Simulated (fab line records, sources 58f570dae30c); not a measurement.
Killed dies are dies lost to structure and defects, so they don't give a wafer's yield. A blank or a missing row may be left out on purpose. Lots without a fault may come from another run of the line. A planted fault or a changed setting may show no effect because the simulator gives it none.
fab line records | flow berkeley_cmos170
record lots=14 wafers=42 last_day=13
route steps=331 shown CONTACT@231 M2@272
lots that met no fault: from a run of the same line without faults
start_h: hours from the record's first day to the start of the lot's first wafer shown | wait_h: hours since the lot's step before | " the same as in the row above | L1.1+2: a row that stands for several wafers | - no value, or no start given | * or withheld: withheld | < > ~ a bound
route shown NAME@n: a module of which the file shows steps, and the number in the route of the first | usual: mean/standard deviation of fault-free wafers | same: alike in all rows | chamber/n: place in a boat | sites: the reading at each site | _std_site: their standard deviation | _edge_site: outer sites' mean less inner sites' | radius_mm: how far each site lies from the wafer's centre | mask NAME#n: copy n | behind: the tool/chamber that last shaped the wafer | hold: why the lot was held/for how many hours/how that ended | device: the transistor (n, p or np) that didn't switch | end of line: the same wafers' tests at the end of the route | a step without rows: its recipe alone | killed: dies lost to structure and defects at the first sort, not the wafer's yield | map: a wafer's dies, x killed, . not, _ none there
set.NAME: the setting as run; set.NAME@STEP: as run at that earlier step | model.NAME: the simulator's own value behind a step, which no gauge read
steps of the route over a sample of lots; a table a step, a row a wafer
services: from which hour (start_h, from the record's first day; less than 0 if before it) a tool's chamber was out of use, for how many hours, and why
## steps
# step UCB170_CONTACT_CD_MEAS_15
# recipe target_cd_nm=700
# usual cd_nm=699.8/1.4
# columns lot.wafer tool chamber start_h wait_h cd_nm
L512.1 cd_sem-02 - 170.65 - 698.8
L512.2 " - " " 698.4
L512.4 " - " " 699.3
L513.3 cd_sem-01 - 180.36 - 703.0
L513.4 " - " " 701.4
L513.6 " - " " 701.1
L515.2 cd_sem-02 - 180.62 - 698.5
L515.3 " - " " 700.3
L515.5 " - " " 700.0
L514.1 cd_sem-02 - 183.06 - 700.4
L514.3 " - " " 701.6
L514.4 " - " " 700.1
L517.1 cd_sem-01 - 191.54 - 699.9
L517.3 " - " " 700.1
L517.6 " - " " 700.1
L516.3 cd_sem-01 - 191.89 - 700.0
L516.4 " - " " 699.0
L516.6 " - " " 699.8
L520.1 cd_sem-02 - 202.04 - 701.2
L520.2 " - " " 700.0
L520.3 " - " " 701.2
L522.1 cd_sem-01 - 215.75 - 702.2
L522.2 " - " " 701.0
L522.3 " - " " 701.6
L521.1 cd_sem-01 - 217.67 - 699.7
L521.4 " - " " 700.4
L521.6 " - " " 698.8
L524.2 cd_sem-02 - 222.25 - 701.4
L524.4 " - " " 701.2
L524.5 " - " " 702.1
L525.3 cd_sem-01 - 239.94 - 699.3
L525.4 " - " " 701.0
L525.6 " - " " 699.5
L527.3 cd_sem-01 - 242.31 - 700.1
L527.4 " - " " 699.2
L527.5 " - " " 699.8
L530.2 cd_sem-02 - 251.09 - 699.0
L530.3 " - " " 698.5
L530.5 " - " " 699.5
L535.1 cd_sem-01 - 287.23 - 697.4
L535.3 " - " " 698.1
L535.5 " - " " 697.5
# step UCB170_CONTACT_STRIP_19
# recipe chemistry=O2 power_w=400 pressure_mtorr=3500 platen_temp_c=withheld o2_flow_sccm=400 overash_fraction=0.5
# usual drypump_motor_current_A=5.8/0.64 oes_product_au=0.725/0.0047
# same overash_fraction=0.5
# columns lot.wafer tool chamber start_h wait_h drypump_motor_current_A oes_product_au rf_hours_counter_h
L512.1 plasma_asher-03 1 171.06 - 5.9 0.725 6
L512.2 " 0 " " 6.1 0.725 6
L512.4 " 1 " " 5.8 0.728 -
L513.3 plasma_asher-03 1 180.67 - 5.9 0.728 -
L513.4 " 0 " " 6.1 0.734 -
L513.6 " 1 " " 5.9 0.721 -
L515.2 plasma_asher-02 0 180.92 - 6.0 0.736 43
L515.3 " 1 " " 4.6 0.723 -
L515.5 " 0 " " 6.0 0.722 -
L514.1 plasma_asher-03 1 183.38 - 5.9 0.726 7
L514.3 " 0 " " 6.1 0.720 -
L514.4 " 1 " " 5.9 0.728 -
L517.1 plasma_asher-04 0 191.87 - 6.3 0.726 49
L517.3 " 1 " " 6.5 0.718 -
L517.6 " 1 " " 6.5 0.721 -
L516.3 plasma_asher-02 1 192.21 - 4.7 0.719 -
L516.4 " 0 " " 6.0 0.726 -
L516.6 " 0 " " 6.0 0.727 -
L520.1 plasma_asher-03 1 202.36 - 5.9 0.727 10
L520.2 " 0 " " 6.1 0.721 10
L520.3 " 0 " " 6.1 0.724 -
L522.1 plasma_asher-02 1 216.07 - 4.6 0.716 47
L522.2 " 0 " " 6.0 0.727 47
L522.3 " 1 " " 4.6 0.725 -
L521.1 plasma_asher-02 0 217.99 - 6.0 0.720 47
L521.4 " 0 " " 6.0 0.725 -
L521.6 " 0 " " 6.0 0.725 -
L524.2 plasma_asher-03 0 222.55 - 6.1 0.729 12
L524.4 " 1 " " 5.9 0.729 -
L524.5 " 1 " " 5.9 0.728 -
L525.3 plasma_asher-03 1 240.25 - 5.9 0.730 -
L525.4 " 0 " " 6.1 0.720 -
L525.6 " 0 " " 6.1 0.718 -
L527.3 plasma_asher-02 0 242.62 - 6.0 0.723 -
L527.4 " 1 " " 4.6 0.721 -
L527.5 " 1 " " 4.6 0.723 -
L530.2 plasma_asher-04 0 251.39 - 6.4 0.724 56
L530.3 " 0 " " 6.3 0.723 -
L530.5 " 0 " " 6.3 0.728 -
L535.1 plasma_asher-04 1 287.56 - 6.5 0.724 60
L535.3 " 0 " " 6.3 0.738 -
L535.5 " 1 " " 6.5 0.723 -
# step UCB170_CONTACT_CD_MEAS_90
# recipe target_cd_nm=700
# usual cd_nm=699.7/1.4
# columns lot.wafer tool chamber start_h wait_h cd_nm
L512.1 cd_sem-02 - 171.16 0.1 698.7
L512.2 " - " " 697.6
L512.4 " - " " 699.4
L513.3 cd_sem-01 - 180.78 0.1 703.2
L513.4 " - " " 701.5
L513.6 " - " " 701.5
L515.2 cd_sem-02 - 181.04 0.1 698.0
L515.3 " - " " 700.6
L515.5 " - " " 700.3
L514.1 cd_sem-01 - 183.48 0.1 700.4
L514.3 " - " " 702.3
L514.4 " - " " 700.5
L517.1 cd_sem-02 - 191.97 0.1 699.7
L517.3 " - " " 699.8
L517.6 " - " " 699.9
L516.3 cd_sem-02 - 192.39 0.2 700.3
L516.4 " - " " 698.9
L516.6 " - " " 699.5
L520.1 cd_sem-02 - 202.46 0.1 700.7
L520.2 " - " " 700.5
L520.3 " - " " 700.9
L522.1 cd_sem-01 - 216.17 0.1 702.5
L522.2 " - " " 701.3
L522.3 " - " " 700.9
L521.1 cd_sem-01 - 218.09 0.1 699.8
L521.4 " - " " 699.6
L521.6 " - " " 698.0
L524.2 cd_sem-01 - 222.67 0.1 700.5
L524.4 " - " " 701.1
L524.5 " - " " 701.4
L525.3 cd_sem-02 - 240.40 0.1 699.7
L525.4 " - " " 701.1
L525.6 " - " " 699.8
L527.3 cd_sem-01 - 242.73 0.1 699.4
L527.4 " - " " 697.9
L527.5 " - " " 699.7
L530.2 cd_sem-01 - 251.51 0.1 698.1
L530.3 " - " " 698.7
L530.5 " - " " 699.4
L535.1 cd_sem-02 - 287.66 0.1 697.9
L535.3 " - " " 697.8
L535.5 " - " " 697.3
# step UCB170_M2_SPUTTER_01
# recipe material=Al target_thk_nm=900 time_s=120 power_w=6000 chamber_pressure_pa=0.5
# usual cathode_dc_power_W=6000.0/1.2 throttle_valve_pct=30.2/0.75
# same time_s=120
# columns lot.wafer tool chamber start_h wait_h cathode_dc_power_W throttle_valve_pct
L512.1 pvd_sputter-04 - 177.08 0.0 6001.2 29.2
L512.2 " - " " 6000.5 31.0
L512.4 " - " " 5997.8 29.9
L513.3 pvd_sputter-04 - 187.30 0.0 5999.3 29.9
L513.4 " - " " 6000.7 31.0
L513.6 " - " " 5997.3 29.6
L515.2 pvd_sputter-03 - 189.66 0.0 5998.8 31.0
L515.3 " - " " 6000.3 29.8
L515.5 " - " " 5999.2 31.5
L514.1 pvd_sputter-03 - 193.09 0.0 5999.3 30.0
L514.3 " - " " 5997.1 31.2
L514.4 " - " " 5998.6 30.5
L517.1 pvd_sputter-03 - 198.26 0.0 6001.8 30.1
L517.3 " - " " 5999.9 31.4
L517.6 " - " " 5999.5 30.0
L516.3 pvd_sputter-04 - 199.44 0.0 5998.3 31.1
L516.4 " - " " 5998.7 29.4
L516.6 " - " " 6000.5 30.8
L520.1 pvd_sputter-02 - 209.37 0.0 5999.8 30.0
L520.2 " - " " 6000.4 29.1
L520.3 " - " " 5998.0 29.4
L522.1 pvd_sputter-02 - 222.34 0.0 6001.5 31.0
L522.2 " - " " 5999.9 29.5
L522.3 " - " " 5998.2 30.3
L521.1 pvd_sputter-03 - 225.47 0.0 6001.1 30.3
L521.4 " - " " 5998.5 30.1
L521.6 " - " " 6000.4 31.0
L524.2 pvd_sputter-04 - 228.60 0.0 6001.2 29.8
L524.4 " - " " 6001.5 28.8
L524.5 " - " " 5998.8 29.1
L525.3 pvd_sputter-04 - 246.86 0.0 7486.0 30.9
L525.4 " - " " 5999.7 30.9
L525.6 " - " " 5999.7 29.7
L527.3 pvd_sputter-04 - 249.66 0.0 7485.7 30.9
L527.4 " - " " 6000.2 29.2
L527.5 " - " " 6001.2 29.2
L530.2 pvd_sputter-02 - 257.41 0.0 6000.6 30.0
L530.3 " - " " 5999.5 29.0
L530.5 " - " " 6000.1 31.3
L535.1 pvd_sputter-02 - 293.53 0.0 6000.1 30.2
L535.3 " - " " 6000.1 29.1
L535.5 " - " " 6000.3 29.7
# step UCB170_M2_RS_MEAS_02
# recipe thk_meas_gauge=four-point-probe reads=Al_of_M2_SPUTTER_01
# usual M2_AL_RS=0.03225/0.00026
# columns lot.wafer tool chamber start_h wait_h hold M2_AL_RS[ohm/sq]
L512.1 film_metro-04 - 177.16 0.0 - 0.03211
L512.2 " - " " - 0.03199
L512.4 " - " " - 0.03193
L513.3 film_metro-02 - 187.42 0.1 - 0.03197
L513.4 " - " " - 0.03229
L513.6 " - " " - 0.03222
L515.2 film_metro-02 - 189.76 0.1 - 0.03217
L515.3 " - " " - 0.03173
L515.5 " - " " - 0.0321
L514.1 film_metro-03 - 193.18 0.0 - 0.03198
L514.3 " - " " - 0.03231
L514.4 " - " " - 0.03179
L517.1 film_metro-04 - 198.35 0.0 - 0.03212
L517.3 " - " " - 0.03208
L517.6 " - " " - 0.03223
L516.3 film_metro-02 - 199.56 0.1 - 0.03229
L516.4 " - " " - 0.03204
L516.6 " - " " - 0.03227
L520.1 film_metro-04 - 209.45 0.0 - 0.03265
L520.2 " - " " - 0.03283
L520.3 " - " " - 0.03239
L522.1 film_metro-03 - 222.43 0.0 - 0.03244
L522.2 " - " " - 0.03246
L522.3 " - " " - 0.03239
L521.1 film_metro-04 - 225.56 0.0 - 0.03219
L521.4 " - " " - 0.03189
L521.6 " - " " - 0.03221
L524.2 film_metro-03 - 228.71 0.1 - 0.03206
L524.4 " - " " - 0.0322
L524.5 " - " " - 0.03207
L525.3 film_metro-02 - 246.98 0.1 await_dispo/0.2h/release 0.02578
L525.4 " - " " await_dispo/0.2h/release 0.03224
L525.6 " - " " await_dispo/0.2h/release 0.03209
L525.3 film_metro-02 - 247.38 0.4 - 0.0258
L525.4 " - " " - 0.03239
L525.6 " - " " - 0.03213
L527.3 film_metro-02 - 249.79 0.1 await_dispo/0.2h/release 0.02568
L527.4 " - " " await_dispo/0.2h/release 0.03184
L527.5 " - " " await_dispo/0.2h/release 0.032
L527.3 film_metro-02 - 250.08 0.3 - 0.02568
L527.4 " - " " - 0.03185
L527.5 " - " " - 0.03204
L530.2 film_metro-04 - 257.51 0.1 - 0.03273
L530.3 " - " " - 0.03264
L530.5 " - " " - 0.03244
L535.1 film_metro-03 - 293.62 0.0 - 0.03266
L535.3 " - " " - 0.03212
L535.5 " - " " - 0.03237
# step UCB170_M2_THK_MEAS_03
# recipe thk_meas_gauge=xrf reads=Al_of_M2_SPUTTER_01
# usual M2_AL_THK=885/9
# columns lot.wafer tool chamber start_h wait_h hold M2_AL_THK[nm]
L512.1 film_metro-04 - 177.28 0.1 - 884
L512.2 " - " " - 886
L512.4 " - " " - 887
L513.3 film_metro-02 - 187.52 0.1 - 889
L513.4 " - " " - 884
L513.6 " - " " - 883
L515.2 film_metro-02 - 189.87 0.1 - 887
L515.3 " - " " - 901
L515.5 " - " " - 889
L514.1 film_metro-03 - 193.30 0.1 - 891
L514.3 " - " " - 882
L514.4 " - " " - 899
L517.1 film_metro-04 - 198.47 0.1 - 883
L517.3 " - " " - 880
L517.6 " - " " - 878
L516.3 film_metro-02 - 199.66 0.1 - 880
L516.4 " - " " - 886
L516.6 " - " " - 881
L520.1 film_metro-04 - 209.57 0.1 - 870
L520.2 " - " " - 864
L520.3 " - " " - 872
L522.1 film_metro-03 - 222.55 0.1 - 887
L522.2 " - " " - 885
L522.3 " - " " - 891
L521.1 film_metro-04 - 225.68 0.1 - 886
L521.4 " - " " - 895
L521.6 " - " " - 886
L524.2 film_metro-03 - 228.82 0.1 - 894
L524.4 " - " " - 891
L524.5 " - " " - 895
L525.3 film_metro-02 - 248.91 1.5 await_dispo/0.2h/release 1098
L525.4 " - " " await_dispo/0.2h/release 887
L525.6 " - " " await_dispo/0.2h/release 884
L525.3 film_metro-02 - 249.13 0.2 - 1102
L525.4 " - " " - 882
L525.6 " - " " - 887
L527.3 film_metro-02 - 253.72 3.6 await_dispo/0.2h/release 1109
L527.4 " - " " await_dispo/0.2h/release 898
L527.5 " - " " await_dispo/0.2h/release 890
L527.3 film_metro-02 - 253.95 0.2 - 1100
L527.4 " - " " - 896
L527.5 " - " " - 894
L530.2 film_metro-04 - 257.62 0.1 - 876
L530.3 " - " " - 872
L530.5 " - " " - 878
L535.1 film_metro-03 - 293.74 0.1 - 881
L535.3 " - " " - 892
L535.5 " - " " - 887
# step UCB170_M2_METAL_ETCH_18
# recipe chemistry=Cl2/BCl3 target=Al stop_on=SiO2 pressure_mtorr=12 target_depth_a=11700 over_etch_frac=0.3 time_s=195 icp_w=600 bias_w=120 Cl2_flow_sccm=90 bcl3_flow_sccm=45
# usual bias_w=120.0/0.32 drypump_motor_current_A=5.9/0.5 oes_product_au=0.852/0.015 throttle_valve_pct=24.33/0.2
# same time_s=195
# columns lot.wafer tool chamber start_h wait_h bias_w drypump_motor_current_A oes_product_au rf_hours_counter_h throttle_valve_pct
L512.1 rie_metal-03 1 179.54 - 119.6 5.0 0.873 2 24.47
L512.2 " 0 " " 120.0 5.8 0.840 11 24.04
L512.4 " 1 " " 119.8 5.0 0.870 - 24.46
L513.3 rie_metal-01 1 191.84 - 120.1 6.1 0.849 - 24.33
L513.4 " 0 " " 119.9 6.4 0.844 - 24.53
L513.6 " 0 " " 119.4 6.4 0.849 - 24.52
L515.2 rie_metal-04 1 192.38 - 119.8 6.1 0.863 5 24.11
L515.3 " 1 " " 120.0 6.1 0.883 - 24.10
L515.5 " 0 " " 119.7 6.2 0.837 - 24.59
L514.1 rie_metal-03 0 196.24 - 119.8 5.8 0.840 12 24.07
L514.3 " 0 " " 119.4 5.8 0.825 - 24.04
L514.4 " 1 " " 120.0 5.0 0.872 - 24.45
L517.1 rie_metal-01 1 201.60 - 120.2 6.0 0.844 10 24.33
L517.3 " 0 " " 120.1 6.4 0.839 - 24.52
L517.6 " 1 " " 120.1 6.0 0.851 - 24.34
L516.3 rie_metal-03 0 201.94 - 119.5 5.8 0.838 - 24.04
L516.4 " 1 " " 120.2 5.0 0.862 - 24.48
L516.6 " 0 " " 120.5 5.8 0.833 - 24.04
L520.1 rie_metal-03 1 211.90 - 120.2 5.0 0.859 4 24.47
L520.2 " 0 " " 119.9 5.8 0.821 12 24.04
L520.3 " 0 " " 119.2 5.8 0.825 - 24.05
L522.1 rie_metal-03 0 224.76 - 119.9 5.8 0.833 13 24.06
L522.2 " 1 " " 119.8 5.0 0.854 4 24.47
L522.3 " 0 " " 120.1 5.8 0.830 - 24.07
L521.1 rie_metal-04 1 227.84 - 120.2 6.2 0.859 8 24.10
L521.4 " 1 " " 119.7 6.2 0.888 - 24.11
L521.6 " 1 " " 119.6 6.2 0.872 - 24.11
L524.2 rie_metal-03 0 231.44 - 120.2 5.8 0.828 13 24.02
L524.4 " 1 " " 120.2 5.0 0.865 - 24.45
L524.5 " 0 " " 120.4 5.8 0.828 - 24.04
L525.3 rie_metal-03 0 255.06 - 120.0 5.8 0.950 - 24.01
L525.4 " 0 " " 120.0 5.8 0.828 - 24.06
L525.6 " 0 " " 120.3 5.8 0.837 - 24.05
L527.3 rie_metal-04 1 259.35 - 119.7 6.2 0.992 - 24.03
L527.4 " 0 " " 120.3 6.2 0.850 - 24.61
L527.5 " 1 " " 119.9 6.2 0.872 - 24.11
L530.2 rie_metal-03 1 260.19 - 120.0 5.0 0.859 - 24.46
L530.3 " 1 " " 120.2 5.0 0.861 - 24.47
L530.5 " 1 " " 120.6 5.0 0.871 - 24.47
L535.1 rie_metal-03 1 295.76 - 120.2 5.0 0.851 6 24.48
L535.3 " 0 " " 120.0 5.8 0.876 - 24.12
L535.5 " 0 " " 120.3 5.8 0.878 - 24.11
## services
# columns tool chamber start_h hours kind
pvd_sputter-03 - 159.14 1.9 repair
pvd_sputter-04 - 173.81 1.9 repair
rie_metal-03 - 178.55 0.9 repair
pvd_sputter-02 - 180.33 28.4 repair
rie_metal-01 0 185.73 3.6 repair
rie_metal-04 0 201.31 - clean
rie_metal-04 0 201.31 22.8 scheduled_down
rie_metal-04 0 201.31 22.8 vent_cycle
pvd_sputter-03 - 203.23 5.4 repair
rie_metal-04 - 204.09 0.8 repair
rie_metal-03 1 233.77 25.4 repair
pvd_sputter-04 - 241.95 3.2 repair
rie_metal-03 0 259.21 - clean
rie_metal-04 0 259.44 1.3 repair
plasma_asher-03 - 261.87 0.4 repair
rie_metal-03 - 270.93 1.4 pm
plasma_asher-03 - 280.05 2.8 pm
rie_metal-01 0 281.66 - clean
## key
first_sign step=UCB170_M2_SPUTTER_01 reading=cathode_dc_power_W direction=up sigmas=99+ usual=6000.0 struck=7485.9
effect step=UCB170_M2_RS_MEAS_02 reading=visit direction=added
effect step=UCB170_M2_RS_MEAS_02 reading=M2_AL_RS direction=down sigmas=25 usual=0.03225 struck=0.02573
effect step=UCB170_M2_THK_MEAS_03 reading=visit direction=added
effect step=UCB170_M2_THK_MEAS_03 reading=M2_AL_THK direction=up sigmas=24 usual=885 struck=1104
effect step=UCB170_M2_METAL_ETCH_18 reading=oes_product_au direction=up sigmas=7.8 usual=0.852 struck=0.971
met_at UCB170_M2_SPUTTER_01
struck_lots L525,L527
struck_wafers L525.3,L527.3
sort_left_out L527.3
not_acting_at UCB170_CONTACT_CD_MEAS_15,UCB170_CONTACT_STRIP_19,UCB170_CONTACT_CD_MEAS_90
onset_between 199.44 246.86
fault kind=process_parameter_drift tool=pvd_sputter-04 chamber=- onset_h=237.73 steps=UCB170_M2_SPUTTER_01 channel=power_w offset=1487.3 shape=step end_h=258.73 acts_in=these_recipes_only stated=6000 scope=struck_wafers_only
# sort_left_out: the simulated sort isn't trusted on such a fault, so these wafers' sort isn't shown, and their yield isn't known
